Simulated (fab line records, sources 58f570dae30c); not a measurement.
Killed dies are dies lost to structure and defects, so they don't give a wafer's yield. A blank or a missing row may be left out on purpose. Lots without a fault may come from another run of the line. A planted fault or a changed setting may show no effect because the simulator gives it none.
Problem report in the 8D (eight disciplines) form, filled by code | flow berkeley_cmos170 | the parts of the form that need people (team, actions taken, sign-off) are left out

1. THE PROBLEM
prime_temp_c at UCB170_CONTACT_HMDS_03 reads a mean of 98.05 C on 6 wafers of 2 lots; wafers without a fault read 100.03 C with a standard deviation of 0.13. That is -15 standard deviations from the usual mean.
The step: prime time 60 s.
First seen on wafer L317.2, day 10 14:56, on litho_track-02. The record holds 42 wafers of 14 lots with a number at this step. Rule for "out", or "out of limits": more than 4 standard deviations from the usual mean. The other wafers with a number count as sound.

2. WHAT IT IS AND WHAT IT IS NOT
question                    | is                     | is not
which readings at this step | prime_temp_c           | -
which lots                  | L317, L318             | L305, L307, L310, L313, L316, L321, L322, L323, L324, L326, L327, L328
which wafers of those lots  | all that have a number | -
read on which tools         | litho_track-02         | litho_track-01, litho_track-03
when                        | from day 10 14:56      | up to then (15 sound wafers); but 21 sound wafers of L321, L322, L323, L324, L326, L327, L328 came after

3. SUSPECTS, AND WHAT RULES EACH OUT
Counting: a tool at a process step up to the reading stays a suspect if it ran every lot that is out and no sound lot after the first of them.
- litho_track-02 at UCB170_CONTACT_HMDS_03 (prime time 60 s): ruled out as a lasting fault. Sound lots L328 ran on it after its first lot that is out, L317 (day 10 14:56).
Left after counting: nothing in the record.

4. THE CAUSE (what the simulator had put in)
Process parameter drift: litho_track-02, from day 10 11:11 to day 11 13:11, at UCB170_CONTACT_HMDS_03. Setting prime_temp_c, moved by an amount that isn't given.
Counting ruled it out, wrongly.

5. THE CHAIN OF EFFECTS, in route order
Each row: a reading whose mean over the struck wafers that have a number lies more than 3 standard deviations from the usual. Only readings for which the record gives a usual standard deviation are gone through. hours: the time from each lot's start at the first step in this table that gives one to its start at this step, as a median over the lots. sigmas: the change in usual standard deviations.
hours | step                   | reading      | usual    | on struck wafers | change | sigmas
0     | UCB170_CONTACT_HMDS_03 | prime_temp_c | 100.03 C | 98.05            | -1.98  | -15
The process steps in it:
- UCB170_CONTACT_HMDS_03: prime time 60 s.

6. WHAT WOULD HAVE CAUGHT IT SOONER
In this record the first reading out of limits was taken at day 10 14:56, 4 hours after the fault began at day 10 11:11.
